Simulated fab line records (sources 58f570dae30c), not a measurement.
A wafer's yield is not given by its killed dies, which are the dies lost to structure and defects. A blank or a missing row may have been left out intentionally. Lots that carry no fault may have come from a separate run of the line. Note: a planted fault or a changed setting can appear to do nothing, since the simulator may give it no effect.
The tool behind it: which one? ; flow berkeley_cmos170 ; 14 lots, 42 wafers sampled, at 3 steps of a route of 331

== WHAT EACH GAUGE READ, for each wafer ==
UCB170_SDANNEAL_RS_MEAS_04: measures by four-point-probe. Usual: PLDD_RS gives 1031 ohm/sq (standard deviation 3.3).
lot;measured;on;PLDD_RS (ohm/sq);flag
L792;day 7 02:17;film_metro-03;1027 1027 1028;
L793;day 7 02:02;film_metro-02;1035 1031 1032;
L794;day 7 06:29;film_metro-03;1033 1032 1033;
L796;day 7 14:40;film_metro-03;1027 1031 1030;
L795;day 7 14:43;film_metro-04;1035 1034 1034;
L798;day 8 00:04;film_metro-04;1033 1031 1032;
L799;day 8 18:39;film_metro-03;1048 1047 1049 1049 1047 1046;OFF
L802;day 8 23:34;film_metro-04;1039 1036 1037;
L801;day 8 23:25;film_metro-02;1042 1041 1042 1040 1041 1044;OFF
L807;day 9 18:00;film_metro-02;1030 1031 1033;
L808;day 10 10:34;film_metro-03;1029 1031 1027;
L810;day 10 16:35;film_metro-02;1028 1032 1034;
L806;day 10 16:31;film_metro-03;1031 1031 1034;
L813;day 10 18:45;film_metro-02;1033 1034 1031;

UCB170_SDANNEAL_RS_MEAS_05: measures by four-point-probe. Usual: NLDD_RS gives 615.4 ohm/sq (standard deviation 1.4).
lot;measured;on;NLDD_RS (ohm/sq);flag
L792;day 7 02:25;film_metro-03;613.1 615.5 614.6;
L793;day 7 02:09;film_metro-02;616.6 615.6 617.2;
L794;day 7 06:37;film_metro-03;615.5 614.0 614.5;
L796;day 7 14:47;film_metro-03;617.3 615.4 615.3;
L795;day 7 14:50;film_metro-04;616.5 615.0 617.0;
L798;day 8 00:11;film_metro-04;617.5 617.2 616.5;
L799;day 8 22:53;film_metro-03;616.7 613.7 615.9;
L802;day 8 23:41;film_metro-04;618.1 616.7 617.5;
L801;day 9 07:40;film_metro-02;615.9 615.7 614.6;
L807;day 9 18:07;film_metro-02;614.2 616.1 615.3;
L808;day 10 10:41;film_metro-03;614.7 614.8 613.9;
L810;day 10 16:43;film_metro-02;614.8 612.4 611.7;
L806;day 10 16:38;film_metro-03;615.5 615.1 615.9;
L813;day 10 18:52;film_metro-02;613.7 615.4 614.4;

== EACH LOT AND THE TOOL THAT RAN IT (in order: tool; ch and the chambers of the sampled wafers; start) ==
lot;UCB170_PLDD_IMPLANT_09
L792;implanter-04 ch 0, day 6 15:49
L793;implanter-01 ch 0, day 6 16:39
L794;implanter-02 ch 0, day 6 19:00
L796;implanter-04 ch 0, day 7 03:18
L795;implanter-02 ch 0, day 7 05:05
L798;implanter-01 ch 0, day 7 08:38
L799;implanter-02 ch 0, day 8 05:10
L802;implanter-01 ch 0, day 8 09:14
L801;implanter-02 ch 0, day 8 09:47
L807;implanter-01 ch 0, day 9 06:28
L808;implanter-01 ch 0, day 9 23:35
L810;implanter-01 ch 0, day 10 01:40
L806;implanter-04 ch 0, day 10 01:59
L813;implanter-01 ch 0, day 10 06:48
- UCB170_PLDD_IMPLANT_09

== AS READ BY THE TOOLS THEMSELVES (means over the sampled wafers that have a number; for cases with no such wafer, the mark the record gives instead) ==
UCB170_PLDD_IMPLANT_09. Usual: beam_on_s 10.02 s, standard deviation 0.19; dose_ions_cm2 5e+13, standard deviation 5.5e+10.
lot;tool;beam_on_s (s);dose_ions_cm2;flag
L792;implanter-04;9.99;5e+13;
L793;implanter-01;9.93;5e+13;
L794;implanter-02;10.17;5e+13;
L796;implanter-04;10.08;5e+13;
L795;implanter-02;10.33;5e+13;
L798;implanter-01;10.04;5e+13;
L799;implanter-02;9.94;5e+13;
L802;implanter-01;10.06;5e+13;
L801;implanter-02;10.07;5e+13;
L807;implanter-01;10.10;5e+13;
L808;implanter-01;10.14;5e+13;
L810;implanter-01;10.12;5e+13;
L806;implanter-04;10.23;5e+13;
L813;implanter-01;10.07;5e+13;

== THE ANSWER, worked out from the rows above alone ==
Rule: a lot is off if the mean of its wafers that have a number lies more than 3 standard deviations from the usual mean. Also off: a lot with no number at a reading for which 4 or more lots have one. The other lots that the step has rows for count as sound. Order of review: gauges by route order, followed by the tools' own readings, for which a lot's mean as printed above is used. The first step at which some lot is off is used, and at that step the reading that is off furthest; a lot without a number counts as furthest.
Off: L799, L801, seen at UCB170_SDANNEAL_RS_MEAS_04 (PLDD_RS).
If a tool, at a process step before that reading, ran all the lots that are off and no sound lot after the first of them, it fits. Those tools and the gauges at UCB170_SDANNEAL_RS_MEAS_04 are tried in the same way. One fits: UCB170_PLDD_IMPLANT_09 on implanter-02. A fault onset in the window from L795 (day 7 05:05, its last sound lot) to L799 (day 8 05:10, its first lot off) fits.

== WHAT THE SIMULATOR HAD PUT IN ==
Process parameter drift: implanter-02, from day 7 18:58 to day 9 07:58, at UCB170_PLDD_IMPLANT_09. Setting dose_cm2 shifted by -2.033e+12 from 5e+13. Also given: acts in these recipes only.
Struck lots among those shown: L799, L801. The rule given above showed the same thing.
